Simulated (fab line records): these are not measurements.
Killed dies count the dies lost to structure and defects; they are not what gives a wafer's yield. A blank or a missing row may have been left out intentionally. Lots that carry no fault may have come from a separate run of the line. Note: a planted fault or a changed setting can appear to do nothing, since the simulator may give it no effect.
Split-lot trial + flow berkeleyCmos170 + 23 wafers read from 5 lots, route of 331 steps

ABOUT THE SPLIT
At UCB170_PWELL_CVD_05 (deposits Si3N4 from SiH2Cl2/NH3, target thk 220 nm, time 3300 s), the setting tempC was moved away from the recipe's 800 C on 20 of the 23 wafers read, by -1.9% to +1.7%. For the rest of the wafers, this setting stayed at what the recipe calls for.

THE PATH FROM SPLIT TO READING: the file shows 1 step between them
- UCB170_PWELL_THK_MEAS_06

THE READING
oesProductAu, in a.u., at UCB170_PWELL_ETCH_14 (etches Si3N4 in CH3F/Ar/O2, stops on SiO2, target depth 242 nm, time 151 s). Typical for fault-free wafers on this fab line: 0.936 a.u., with standard deviation 0.016 a.u.

| wafer  | tool, chamber at the split | tempC as run, C | against the recipe | oesProductAu, a.u. | against lot-mates on the recipe |
|--------|----------------------------|-----------------|--------------------|--------------------|---------------------------------|
| L077.1 | -, -                       | 811.3           | +1.4%              | 0.969              | no lot-mate on the recipe       |
| L077.2 | -, -                       | 811.3           | +1.4%              | 0.939              | no lot-mate on the recipe       |
| L077.3 | -, -                       | 811.3           | +1.4%              | 0.927              | no lot-mate on the recipe       |
| L077.5 | -, -                       | 811.3           | +1.4%              | 0.971              | no lot-mate on the recipe       |
| L077.6 | -, -                       | 811.3           | +1.4%              | 1.037              | no lot-mate on the recipe       |
| L079.1 | -, -                       | 784.8           | -1.9%              | 0.790              | no lot-mate on the recipe       |
| L079.2 | -, -                       | 784.8           | -1.9%              | 0.824              | no lot-mate on the recipe       |
| L079.3 | -, -                       | 784.8           | -1.9%              | 0.804              | no lot-mate on the recipe       |
| L079.5 | -, -                       | 784.8           | -1.9%              | 0.811              | no lot-mate on the recipe       |
| L079.6 | -, -                       | 784.8           | -1.9%              | 0.806              | no lot-mate on the recipe       |
| L080.1 | -, -                       | 784.7           | -1.9%              | 0.803              | no lot-mate on the recipe       |
| L080.2 | -, -                       | 784.7           | -1.9%              | 0.804              | no lot-mate on the recipe       |
| L080.3 | -, -                       | 784.7           | -1.9%              | 0.801              | no lot-mate on the recipe       |
| L080.5 | -, -                       | 784.7           | -1.9%              | 0.795              | no lot-mate on the recipe       |
| L080.6 | -, -                       | 784.7           | -1.9%              | 0.792              | no lot-mate on the recipe       |
| L085.2 | lpcvd-02, 0                | 800             | recipe             | 0.961              | -                               |
| L085.5 | lpcvd-02, 0                | 800             | recipe             | 0.910              | -                               |
| L085.6 | lpcvd-02, 0                | 800             | recipe             | 0.962              | -                               |
| L084.1 | -, -                       | 813.8           | +1.7%              | 1.008              | no lot-mate on the recipe       |
| L084.3 | -, -                       | 813.8           | +1.7%              | 0.970              | no lot-mate on the recipe       |
| L084.4 | -, -                       | 813.8           | +1.7%              | 0.992              | no lot-mate on the recipe       |
| L084.5 | -, -                       | 813.8           | +1.7%              | 1.043              | no lot-mate on the recipe       |
| L084.6 | -, -                       | 813.8           | +1.7%              | 0.996              | no lot-mate on the recipe       |

THE FIT
A straight line over all 23 wafers: oesProductAu changes by +0.053 a.u. for each +1% of tempC; r = +0.95; the points scatter about the line by 0.029 a.u.
Too few moved wafers have a lot-mate on the recipe to fit a line with each lot's own level taken away.

THE WHOLE CHAIN: every reading that the file lists as answering this split, in the file's order
| step                     | what it does                                                               | reading                                                                      | change (the file's fit)                  | r (the file's) |
|--------------------------|----------------------------------------------------------------------------|------------------------------------------------------------------------------|------------------------------------------|----------------|
| UCB170_PWELL_CVD_05      | deposits Si3N4 from SiH2Cl2/NH3, target thk 220 nm, time 3300 s            | Si3N4_of_PWELL_CVD_05.thkNm (the simulator's own value, which no gauge read) | +30.9 nm for each +1% of the setting     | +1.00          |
| UCB170_PWELL_THK_MEAS_06 |                                                                            | PWELL_NITRIDE_THK                                                            | +30.8 for each +1% of the setting        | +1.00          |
| UCB170_PWELL_ETCH_14     | etches Si3N4 in CH3F/Ar/O2, stops on SiO2, target depth 242 nm, time 151 s | oesProductAu                                                                 | +0.0529 a.u. for each +1% of the setting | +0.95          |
| UCB170_PWELL_ETCH_14     | etches Si3N4 in CH3F/Ar/O2, stops on SiO2, target depth 242 nm, time 151 s | etch.depthNm (the simulator's own value, which no gauge read)                | +21.9 nm for each +1% of the setting     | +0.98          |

THE FILE'S OWN FIT
oesProductAu changes by +0.0529 a.u. for each +1% of tempC, r = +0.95.
